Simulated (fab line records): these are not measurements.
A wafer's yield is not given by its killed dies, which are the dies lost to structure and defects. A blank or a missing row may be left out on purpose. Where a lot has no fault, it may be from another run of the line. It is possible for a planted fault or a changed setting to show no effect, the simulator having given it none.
Lot-split experiment + flow berkeley_cmos170 + 23 wafers read from 5 lots, route of 331 steps

## THE SPLIT
At UCB170_GATE_OXIDATION_01 (target thk 6.6 nm, ox time 1800 s), the setting temp_c was moved away from the recipe's 850 C on 15 of the 23 wafers read, by -1.8% to +2.7%. This setting was run at the recipe's value on the other wafers.

Split to reading: the file shows no intervening step.

## THE READING
GATE_OXIDE_THK, in nm, at UCB170_GATE_THK_MEAS_02. A value of 6.50 nm with a standard deviation of 0.13 nm is what fault-free wafers of this fab line usually give.

| wafer  | tool, chamber at the split | temp_c as run, C | against the recipe | GATE_OXIDE_THK, nm | against lot-mates on the recipe |
|--------|----------------------------|------------------|--------------------|--------------------|---------------------------------|
| L080.1 | furnace-02, 0              | 850              | recipe             | 6.28               | -                               |
| L080.2 | furnace-02, 0              | 850              | recipe             | 6.34               | -                               |
| L080.5 | furnace-02, 0              | 850              | recipe             | 6.32               | -                               |
| L081.1 | -, -                       | 838.7            | -1.3%              | 5.52               | no lot-mate on the recipe       |
| L081.2 | -, -                       | 838.7            | -1.3%              | 5.47               | no lot-mate on the recipe       |
| L081.4 | -, -                       | 838.7            | -1.3%              | 5.58               | no lot-mate on the recipe       |
| L081.5 | -, -                       | 838.7            | -1.3%              | 5.57               | no lot-mate on the recipe       |
| L081.6 | -, -                       | 838.7            | -1.3%              | 5.65               | no lot-mate on the recipe       |
| L082.1 | -, -                       | 850              | recipe             | 6.54               | -                               |
| L082.2 | -, -                       | 850              | recipe             | 6.57               | -                               |
| L082.3 | -, -                       | 850              | recipe             | 6.57               | -                               |
| L082.4 | -, -                       | 850              | recipe             | 6.54               | -                               |
| L082.5 | -, -                       | 850              | recipe             | 6.49               | -                               |
| L079.1 | -, -                       | 873.1            | +2.7%              | 8.64               | no lot-mate on the recipe       |
| L079.2 | -, -                       | 873.1            | +2.7%              | 8.63               | no lot-mate on the recipe       |
| L079.4 | -, -                       | 873.1            | +2.7%              | 8.50               | no lot-mate on the recipe       |
| L079.5 | -, -                       | 873.1            | +2.7%              | 8.67               | no lot-mate on the recipe       |
| L079.6 | -, -                       | 873.1            | +2.7%              | 8.62               | no lot-mate on the recipe       |
| L084.1 | -, -                       | 834.6            | -1.8%              | 5.57               | no lot-mate on the recipe       |
| L084.2 | -, -                       | 834.6            | -1.8%              | 5.36               | no lot-mate on the recipe       |
| L084.3 | -, -                       | 834.6            | -1.8%              | 5.35               | no lot-mate on the recipe       |
| L084.5 | -, -                       | 834.6            | -1.8%              | 5.41               | no lot-mate on the recipe       |
| L084.6 | -, -                       | 834.6            | -1.8%              | 5.42               | no lot-mate on the recipe       |

FIT RESULTS
A straight line over all 23 wafers: GATE_OXIDE_THK changes by +0.722 nm for each +1% of temp_c; r = +0.99; the points scatter about the line by 0.15 nm.
Too few moved wafers with a lot-mate on the recipe to fit a line net of each lot's own level.

## THE WHOLE CHAIN: every reading that the file lists as answering this split, in the file's order
| step                     | what it does                      | reading                                                                           | change (the file's fit)               | r (the file's) |
|--------------------------|-----------------------------------|-----------------------------------------------------------------------------------|---------------------------------------|----------------|
| UCB170_GATE_OXIDATION_01 | target thk 6.6 nm, ox time 1800 s | SiO2_of_GATE_OXIDATION_01.thk_nm (the simulator's own value, which no gauge read) | +0.717 nm for each +1% of the setting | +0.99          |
| UCB170_GATE_THK_MEAS_02  |                                   | GATE_OXIDE_THK                                                                    | +0.722 for each +1% of the setting    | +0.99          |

## THE FILE'S OWN FIT
GATE_OXIDE_THK changes by +0.722 nm for each +1% of temp_c, r = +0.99.
